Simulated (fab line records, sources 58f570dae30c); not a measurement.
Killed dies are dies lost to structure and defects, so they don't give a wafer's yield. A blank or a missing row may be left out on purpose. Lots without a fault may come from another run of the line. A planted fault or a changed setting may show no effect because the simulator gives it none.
Which tool did it? | flow berkeley_cmos170 | 15 lots, 45 wafers sampled, at 4 steps of a route of 331

WHAT THE GAUGES READ, wafer by wafer
UCB170_START_BOW_MEAS_00.
lot  | measured    | on            | INCOMING_BOW (um)
L525 | day 1 15:01 | film_metro-01 | -1 7 -6
L526 | day 1 20:00 | film_metro-02 | -6 -1 -1
L527 | day 2 01:07 | film_metro-01 | 9 1 14
L528 | day 2 06:00 | film_metro-02 | -5 -5 -7
L529 | day 2 11:01 | film_metro-02 | 0 -6 3
L530 | day 2 16:00 | film_metro-01 | 10 -3 -8
L536 | day 3 22:02 | film_metro-03 | 14 -9 1
L537 | day 4 03:01 | film_metro-01 | 0 8 2
L539 | day 4 13:00 | film_metro-02 | -2 2 -1
L540 | day 4 18:04 | film_metro-03 | 5 1 -10
L542 | day 5 04:01 | film_metro-01 | 0 -1 -5
L544 | day 5 14:01 | film_metro-02 | 1 -5 0
L545 | day 5 19:00 | film_metro-01 | 4 6 0
L546 | day 6 00:00 | film_metro-01 | 0 3 18
L547 | day 6 05:02 | film_metro-02 | 4 3 -1

UCB170_PWELL_THK_MEAS_03.
lot  | measured    | on            | PWELL_OXIDE_THK (nm)
L525 | day 2 21:50 | film_metro-04 | 26.9 26.6 26.4
L529 | day 3 20:35 | film_metro-01 | 25.9 25.9 26.2
L530 | day 3 23:14 | film_metro-03 | 25.4 25.4 25.5
L536 | day 5 05:39 | film_metro-04 | 25.7 25.9 26.2
L537 | day 5 10:07 | film_metro-04 | 26.0 26.0 25.7
L539 | day 5 14:49 | film_metro-03 | 25.1 25.7 25.7
L540 | day 5 21:55 | film_metro-01 | 25.7 26.1 25.8
L542 | day 6 18:54 | film_metro-04 | 27.0 26.6 26.9
L544 | day 7 06:23 | film_metro-01 | 26.7 26.3 26.5
L545 | day 7 10:53 | film_metro-03 | 26.5 26.1 26.2
L546 | day 7 06:23 | film_metro-04 | 25.8 26.0 25.8
L547 | day 7 18:08 | film_metro-04 | 25.8 25.8 26.3

UCB170_PWELL_THK_MEAS_06.
lot  | measured    | on            | PWELL_NITRIDE_THK (nm)
L525 | day 3 06:59 | film_metro-01 | 221.6 219.3 217.1
L529 | day 4 05:01 | film_metro-04 | 218.0 218.3 218.2
L530 | day 4 05:01 | film_metro-01 | 218.0 218.1 218.1
L536 | day 5 10:09 | film_metro-03 | 218.3 219.2 218.4
L537 | day 5 15:06 | film_metro-03 | 218.0 215.2 216.0
L539 | day 5 21:10 | film_metro-04 | 218.3 218.9 219.1
L540 | day 6 08:01 | film_metro-01 | 216.8 216.5 218.3
L542 | day 7 00:37 | film_metro-03 | 219.2 221.0 220.5
L544 | day 7 14:27 | film_metro-01 | 217.4 215.4 217.5
L545 | day 7 17:46 | film_metro-01 | 221.2 219.9 219.3
L546 | day 7 14:26 | film_metro-03 | 218.0 218.0 218.3
L547 | day 7 23:59 | film_metro-01 | 219.5 217.3 218.3

WHICH TOOL RAN EACH LOT (tool, then ch and the chambers of the sampled wafers, then the start)
lot  | UCB170_NWELL_WET_ETCH_00
L525 | wet_bench-02 ch 2, day 1 23:38
L526 | wet_bench-04 ch 3, day 2 06:10
L527 | wet_bench-02 ch 2, day 2 08:52
L528 | wet_bench-04 ch 2, day 2 13:39
L529 | wet_bench-01 ch 1, day 2 19:56
L530 | wet_bench-04 ch 1, day 3 00:34
L536 | wet_bench-04 ch 1, day 4 11:20
L537 | wet_bench-04 ch 1, day 4 17:37
L539 | wet_bench-02 ch 3, day 4 21:00
L540 | wet_bench-04 ch 3, day 5 00:56
L542 | wet_bench-01 ch 1, day 5 17:37
L544 | wet_bench-01 ch 2, day 6 01:18
L545 | wet_bench-01 ch 2, day 6 09:53
L546 | wet_bench-04 ch 1, day 6 12:39
L547 | wet_bench-01 ch 2, day 6 18:44
- UCB170_NWELL_WET_ETCH_00: etches SiO2 in dHF, time 200 s.

WHAT THE TOOLS THEMSELVES READ (means of the sampled wafers that have a number; where no wafer has one, the mark that the record gives instead)
UCB170_NWELL_WET_ETCH_00.
lot  | tool         | bath_heat_duty_pct (%) | run_length_s (s)
L525 | wet_bench-02 | 6.0                    | 228
L526 | wet_bench-04 | -                      | -
L527 | wet_bench-02 | -                      | -
L528 | wet_bench-04 | -                      | -
L529 | wet_bench-01 | 6.3                    | 232
L530 | wet_bench-04 | 6.3                    | 225
L536 | wet_bench-04 | 6.1                    | 225
L537 | wet_bench-04 | 6.3                    | 226
L539 | wet_bench-02 | 5.6                    | 225
L540 | wet_bench-04 | 5.9                    | 228
L542 | wet_bench-01 | 6.1                    | 225
L544 | wet_bench-01 | 6.7                    | 225
L545 | wet_bench-01 | 6.2                    | 223
L546 | wet_bench-04 | 6.1                    | 225
L547 | wet_bench-01 | 6.5                    | 225

THE ANSWER, worked out from the rows above alone
Rule: what is usual is taken from the lots themselves. Put in order of their means at a reading, lots are off if they are a third of the lots or fewer, leave a main group of 4 or more, and stand apart from it by a gap of 3 or more times the standard deviation of the main group's means; of several such gaps the widest counts. A main group whose means are all the same, to the digits that the tables above print for the reading, isn't used. A lot without any number at a reading at which 4 lots or more have one is off too. The other lots that the step has rows for count as sound. The gauges are gone through in route order, then the tools' own readings, and for those a lot's mean is taken as printed above. The first step at which some lot is off is used, and at that step the reading that is off furthest; a lot without a number counts as furthest.
Off: L526, L527, L528, at UCB170_NWELL_WET_ETCH_00 (bath_heat_duty_pct). Without a number there: L526, L527, L528. The main group: mean 6.2 %, standard deviation 0.27.
A tool fits if, at that step or a process step before it, it ran every lot that is off, and no sound lot after the first of them. None of those tried fits.

WHAT THE SIMULATOR HAD PUT IN
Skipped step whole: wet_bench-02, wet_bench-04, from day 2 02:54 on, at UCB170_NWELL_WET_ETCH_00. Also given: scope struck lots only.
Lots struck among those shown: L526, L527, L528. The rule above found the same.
